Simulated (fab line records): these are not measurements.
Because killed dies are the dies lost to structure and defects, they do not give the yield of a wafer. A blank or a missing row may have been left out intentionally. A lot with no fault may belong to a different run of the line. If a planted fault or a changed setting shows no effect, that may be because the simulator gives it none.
Lot-split experiment :: flow ritCmos :: 5 lots, 23 wafers read, on a route of 202 steps

## SPLIT DETAILS
At RIT_REOX_OXIDATION_03 (target thk 25.2 nm, ox time 5580 s), the setting oxTimeS was moved away from the recipe's 5580 s on 20 of the 23 wafers read, by -14.9% to +13.4%. The other wafers ran this setting at the recipe's value.

The file shows no step between the split and the reading.

## THE READING
REOX_OXIDE_THK, in nm, at RIT_REOX_THK_MEAS_04. On this fab line, fault-free wafers typically give 25.2 nm with a standard deviation of 0.39 nm.

wafer: L075.2
tool, chamber at the split: -, -
oxTimeS as run, s: 5022
against the recipe: -10.0%
REOX_OXIDE_THK, nm: 23.7
against lot-mates on the recipe: no lot-mate on the recipe

wafer: L075.3
tool, chamber at the split: -, -
oxTimeS as run, s: 5022
against the recipe: -10.0%
REOX_OXIDE_THK, nm: 23.9
against lot-mates on the recipe: no lot-mate on the recipe

wafer: L075.4
tool, chamber at the split: -, -
oxTimeS as run, s: 5022
against the recipe: -10.0%
REOX_OXIDE_THK, nm: 23.7
against lot-mates on the recipe: no lot-mate on the recipe

wafer: L075.5
tool, chamber at the split: -, -
oxTimeS as run, s: 5022
against the recipe: -10.0%
REOX_OXIDE_THK, nm: 23.6
against lot-mates on the recipe: no lot-mate on the recipe

wafer: L075.6
tool, chamber at the split: -, -
oxTimeS as run, s: 5022
against the recipe: -10.0%
REOX_OXIDE_THK, nm: 24.0
against lot-mates on the recipe: no lot-mate on the recipe

wafer: L074.1
tool, chamber at the split: -, -
oxTimeS as run, s: 6328
against the recipe: +13.4%
REOX_OXIDE_THK, nm: 27.3
against lot-mates on the recipe: no lot-mate on the recipe

wafer: L074.2
tool, chamber at the split: -, -
oxTimeS as run, s: 6328
against the recipe: +13.4%
REOX_OXIDE_THK, nm: 26.8
against lot-mates on the recipe: no lot-mate on the recipe

wafer: L074.3
tool, chamber at the split: -, -
oxTimeS as run, s: 6328
against the recipe: +13.4%
REOX_OXIDE_THK, nm: 27.1
against lot-mates on the recipe: no lot-mate on the recipe

wafer: L074.5
tool, chamber at the split: -, -
oxTimeS as run, s: 6328
against the recipe: +13.4%
REOX_OXIDE_THK, nm: 27.0
against lot-mates on the recipe: no lot-mate on the recipe

wafer: L074.6
tool, chamber at the split: -, -
oxTimeS as run, s: 6328
against the recipe: +13.4%
REOX_OXIDE_THK, nm: 27.3
against lot-mates on the recipe: no lot-mate on the recipe

wafer: L078.1
tool, chamber at the split: furnace-01, 0
oxTimeS as run, s: 5580
against the recipe: recipe
REOX_OXIDE_THK, nm: 25.2
against lot-mates on the recipe: -

wafer: L078.4
tool, chamber at the split: furnace-01, 0
oxTimeS as run, s: 5580
against the recipe: recipe
REOX_OXIDE_THK, nm: 25.2
against lot-mates on the recipe: -

wafer: L078.5
tool, chamber at the split: furnace-01, 0
oxTimeS as run, s: 5580
against the recipe: recipe
REOX_OXIDE_THK, nm: 25.4
against lot-mates on the recipe: -

wafer: L081.1
tool, chamber at the split: -, -
oxTimeS as run, s: 4746
against the recipe: -14.9%
REOX_OXIDE_THK, nm: 23.6
against lot-mates on the recipe: no lot-mate on the recipe

wafer: L081.2
tool, chamber at the split: -, -
oxTimeS as run, s: 4746
against the recipe: -14.9%
REOX_OXIDE_THK, nm: 23.2
against lot-mates on the recipe: no lot-mate on the recipe

wafer: L081.3
tool, chamber at the split: -, -
oxTimeS as run, s: 4746
against the recipe: -14.9%
REOX_OXIDE_THK, nm: 22.8
against lot-mates on the recipe: no lot-mate on the recipe

wafer: L081.4
tool, chamber at the split: -, -
oxTimeS as run, s: 4746
against the recipe: -14.9%
REOX_OXIDE_THK, nm: 23.2
against lot-mates on the recipe: no lot-mate on the recipe

wafer: L081.6
tool, chamber at the split: -, -
oxTimeS as run, s: 4746
against the recipe: -14.9%
REOX_OXIDE_THK, nm: 23.0
against lot-mates on the recipe: no lot-mate on the recipe

wafer: L083.1
tool, chamber at the split: -, -
oxTimeS as run, s: 6124
against the recipe: +9.7%
REOX_OXIDE_THK, nm: 26.4
against lot-mates on the recipe: no lot-mate on the recipe

wafer: L083.2
tool, chamber at the split: -, -
oxTimeS as run, s: 6124
against the recipe: +9.7%
REOX_OXIDE_THK, nm: 26.2
against lot-mates on the recipe: no lot-mate on the recipe

wafer: L083.3
tool, chamber at the split: -, -
oxTimeS as run, s: 6124
against the recipe: +9.7%
REOX_OXIDE_THK, nm: 26.3
against lot-mates on the recipe: no lot-mate on the recipe

wafer: L083.5
tool, chamber at the split: -, -
oxTimeS as run, s: 6124
against the recipe: +9.7%
REOX_OXIDE_THK, nm: 26.6
against lot-mates on the recipe: no lot-mate on the recipe

wafer: L083.6
tool, chamber at the split: -, -
oxTimeS as run, s: 6124
against the recipe: +9.7%
REOX_OXIDE_THK, nm: 26.4
against lot-mates on the recipe: no lot-mate on the recipe

FIT RESULTS
A straight line over all 23 wafers: REOX_OXIDE_THK changes by +0.136 nm for each +1% of oxTimeS; r = +0.99; the points scatter about the line by 0.21 nm.
Too few moved wafers have a lot-mate on the recipe to fit a line with each lot's own level taken away.

## THE WHOLE CHAIN: every reading that the file lists as answering this split, in the file's order
step: RIT_REOX_OXIDATION_03
what it does: target thk 25.2 nm, ox time 5580 s
reading: SiO2_of_REOX_OXIDATION_03.thkNm (the simulator's own value, which no gauge read)
change (the file's fit): +0.135 nm for each +1% of the setting
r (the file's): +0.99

step: RIT_REOX_THK_MEAS_04
what it does: 
reading: REOX_OXIDE_THK
change (the file's fit): +0.137 for each +1% of the setting
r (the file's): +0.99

## FILE'S OWN FIT
REOX_OXIDE_THK changes by +0.137 nm for each +1% of oxTimeS, r = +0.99.
